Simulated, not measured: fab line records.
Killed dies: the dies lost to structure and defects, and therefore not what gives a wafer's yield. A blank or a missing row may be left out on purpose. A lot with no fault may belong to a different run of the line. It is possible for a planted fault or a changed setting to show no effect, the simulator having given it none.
A struck lot beside a sound one | flow rit_cmos | 16 steps out of a route of 202
Sound: wafers L654.1, L654.2, L654.4. Struck: wafer L660.5. (L660.1, L660.4 of the same lot were not struck and are left out.) The cause comes at the end.
Each step with rows lists, per side, the tool, then ch with its chambers, then its first start. Under that, the readings that differ: sound wafers | struck wafers | difference of the means | sigmas: that difference in standard deviations of wafers without a fault.
alike: readings with means less than 2 such deviations apart, plus words and numbers identical on both sides. not compared: withheld readings, readings lacking a value on some wafer, bounds such as >300 that could conceal the same value, and numbers that have no deviation in the record and whose values overlap.
The two part at a step that has a row with sigmas, a row that says differs or no value, or rows on one side only. Numbers that have no deviation but don't overlap get no sigmas and don't part them. A reading missing from all wafers of one side parts the sides only when that side holds two or more wafers.

RIT_SDANNEAL_RTA_03: time 5 s.
  sound on rtp_anneal-01 ch 0, day 3 08:46; struck on rtp_anneal-01 ch 0, day 4 12:14
  alike: wafer_temp_C_max
RIT_SDANNEAL_RS_MEAS_04: uses a four-point probe to measure.
  struck on film_metro-02, day 4 12:18; sound on film_metro-03, day 3 08:50
  alike: PSD_RS
RIT_SDANNEAL_RS_MEAS_05: uses a four-point probe to measure.
  struck on film_metro-02, day 4 12:25; sound on film_metro-03, day 3 08:57
  alike: NSD_RS
RIT_SDANNEAL_RS_MEAS_06: uses a four-point probe to measure.
  struck on film_metro-02, day 4 12:32; sound on film_metro-03, day 3 09:04
  reading          | sound             | struck | difference | sigmas
  PLDD_RS (ohm/sq) | 180.3 179.8 179.8 | 178.9  | -1.1       | -2
RIT_SDANNEAL_RS_MEAS_07: uses a four-point probe to measure.
  struck on film_metro-02, day 4 12:40; sound on film_metro-03, day 3 09:11
  alike: NLDD_RS
then, 1 step without rows for these wafers: RIT_SILICIDE_WET_ETCH_00 (etches SiO2 in BOE, target depth 14 nm, time 15 s).
RIT_SILICIDE_SPUTTER_01: material Ti, target thk 30 nm, time 240 s.
  struck on pvd_sputter-03, day 4 12:47; sound on pvd_sputter-01, day 3 09:20
  alike: throttle_valve_pct
RIT_SILICIDE_RS_MEAS_02: uses a four-point probe to measure.
  struck on film_metro-01, day 4 12:56; sound on film_metro-04, day 3 09:29
  alike: SILICIDE_TI_RS
RIT_SILICIDE_THK_MEAS_03: measures by xrf.
  struck on film_metro-01, day 4 13:04; sound on film_metro-04, day 3 09:36
  alike: SILICIDE_TI_THK
RIT_SILICIDE_RTA_04: time 10 s, ramp up 5 s, ramp down 5 s.
  sound on rtp_anneal-02 ch 0, day 3 09:40; struck on rtp_anneal-02 ch 0, day 4 13:07
  alike: wafer_temp_C_max
then, 1 step without rows for these wafers: RIT_SILICIDE_WET_ETCH_05 (etches Ti in SPM, time 120 s).
RIT_SILICIDE_RTA_06: time 10 s, ramp up 5 s, ramp down 10 s.
  sound on rtp_anneal-01 ch 0, day 3 09:46; struck on rtp_anneal-01 ch 0, day 4 13:14
  alike: wafer_temp_C_max
RIT_CONTACT_CVD_00: deposits SiO2 from TEOS, target thk 400 nm, time 62.96 s.
  sound on pecvd-02 ch 1,2, day 3 09:50; struck on pecvd-02 ch 1, day 4 13:18
  alike: heater_power_w
RIT_CONTACT_THK_MEAS_01:
  struck on film_metro-02, day 4 13:21; sound on film_metro-01, day 3 09:55
  reading               | sound       | struck | difference | sigmas
  CONTACT_TEOS_THK (nm) | 403 404 416 | 359    | -49        | -9
then, 2 steps without rows for these wafers: RIT_CONTACT_HMDS_02 (prime time 60 s); RIT_M1_PROBE_99.

== WHERE THEY PART ==
Earliest at RIT_SDANNEAL_RS_MEAS_06; latest, in this record, at RIT_CONTACT_THK_MEAS_01.

WHY: what the simulator had put in
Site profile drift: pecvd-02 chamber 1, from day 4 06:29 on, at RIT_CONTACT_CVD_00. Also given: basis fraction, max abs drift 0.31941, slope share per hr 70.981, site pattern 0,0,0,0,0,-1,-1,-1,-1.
